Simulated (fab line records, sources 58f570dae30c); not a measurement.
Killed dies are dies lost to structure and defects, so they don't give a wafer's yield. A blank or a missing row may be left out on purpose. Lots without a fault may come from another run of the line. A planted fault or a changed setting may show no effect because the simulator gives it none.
Split-lot experiment | flow berkeley_cmos170 | 5 lots, 23 wafers read, on a route of 331 steps

THE SPLIT
At UCB170_NVT_COAT_01 (resist thk 900 nm), the setting resist_thk_nm was moved away from the recipe's 900 nm on 5 of the 23 wafers read, by +3.2% to +5.9%. The other wafers ran this setting at the recipe's value.

The reading is taken at the split's own step.

THE READING
KrF_of_NVT_COAT_01.thk_nm (the simulator's own value, which no gauge read), in nm, at UCB170_NVT_COAT_01 (resist thk 900 nm). The file gives no usual value for it. The 18 wafers here that ran the recipe average 899.4 nm, standard deviation 2.4 nm.

wafer  | tool, chamber at the split | resist_thk_nm as run, nm | against the recipe | KrF_of_NVT_COAT_01.thk_nm, nm | against lot-mates on the recipe
L075.1 | litho_track-02, 0          | 900                      | recipe             | 898.8                         | -
L075.2 | litho_track-02, 0          | 900                      | recipe             | 896.7                         | -
L075.4 | litho_track-02, 0          | 900                      | recipe             | 896.9                         | -
L075.5 | litho_track-02, 0          | 900                      | recipe             | 899.9                         | -
L075.6 | litho_track-02, 0          | 900                      | recipe             | 901.2                         | -
L077.1 | litho_track-02, 0          | 900                      | recipe             | 896.3                         | -
L077.2 | litho_track-02, 0          | 900                      | recipe             | 896                           | -
L077.3 | litho_track-02, 0          | 900                      | recipe             | 898.6                         | -
L077.4 | litho_track-02, 0          | 953.5                    | +5.9%              | 951                           | +54.0
L077.6 | litho_track-02, 0          | 953.5                    | +5.9%              | 953                           | +56.0
L080.1 | litho_track-01, 0          | 900                      | recipe             | 901.7                         | -
L080.2 | litho_track-01, 0          | 900                      | recipe             | 903.5                         | -
L080.4 | litho_track-01, 0          | 900                      | recipe             | 901.2                         | -
L080.5 | litho_track-01, 0          | 900                      | recipe             | 901.2                         | -
L080.6 | litho_track-01, 0          | 900                      | recipe             | 900.9                         | -
L085.1 | litho_track-04, 0          | 900                      | recipe             | 901.1                         | -
L085.2 | litho_track-04, 0          | 900                      | recipe             | 900                           | -
L085.3 | litho_track-04, 0          | 900                      | recipe             | 902.1                         | -
L083.2 | litho_track-02, 0          | 928.6                    | +3.2%              | 923.3                         | +26.8
L083.3 | litho_track-02, 0          | 900                      | recipe             | 898                           | -
L083.4 | litho_track-02, 0          | 928.6                    | +3.2%              | 923.7                         | +27.2
L083.5 | litho_track-02, 0          | 928.6                    | +3.2%              | 925.6                         | +29.1
L083.6 | litho_track-02, 0          | 900                      | recipe             | 895                           | -

THE FIT
A straight line over all 23 wafers: KrF_of_NVT_COAT_01.thk_nm changes by +8.57 nm for each +1% of resist_thk_nm; r = +0.99; the points scatter about the line by 2.5 nm.
The same after taking each lot's own level away (the mean of its wafers on the recipe; 23 wafers): +9.11 nm for each +1%; r = +1.00; scatter 1.4 nm.
On that fit, the largest move of resist_thk_nm shifts the reading by 54 nm.
The lots' own levels span 896.50 to 901.70 nm, that is 2.2 times the standard deviation above.
So the lot-to-lot level changes the slope little: the two slopes agree.
Check: with one of the wafers moved furthest among these (+5.9%) left out of the fit, the line predicts +54.1 nm for it against its lot-mates. It came out at +54 nm against them.

OTHER SPLITS ON THESE WAFERS
These wafers also went through other splits before the reading. Each is held against what the fit with the lots' levels taken away leaves over:
other split on the same wafers       | wafers away from the commonest value | r with KrF_of_NVT_COAT_01.thk_nm (lot level and that fit taken away)
UCB170_NWELL_COAT_07 resist_thk_nm   | 7                                    | +0.18
UCB170_NWELL_IMPLANT_14 energy_kev   | 9                                    | -0.39
UCB170_ACTIVE_CVD_05 nh3_flow_sccm   | 18                                   | -0.17
UCB170_ACTIVE_ETCH_15 over_etch_frac | 7                                    | -0.18
UCB170_FIELD_OXIDATION_01 ox_time_s  | 18                                   | +0.04
UCB170_SACOX_OXIDATION_01 temp_c     | 18                                   | -0.03

THE WHOLE CHAIN: every reading that the file lists as answering this split, in the file's order
step                | what it does      | reading                                                                    | change (the file's fit)              | r (the file's)
UCB170_NVT_COAT_01  | resist thk 900 nm | KrF_of_NVT_COAT_01.thk_nm (the simulator's own value, which no gauge read) | +9.14 nm for each +1% of the setting | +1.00
UCB170_NVT_STRIP_08 | strips in O2      | strip_time_to_endpoint_s                                                   | withheld for each +1% of the setting | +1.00

THE FILE'S OWN FIT
KrF_of_NVT_COAT_01.thk_nm changes by +9.14 nm for each +1% of resist_thk_nm, r = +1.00.
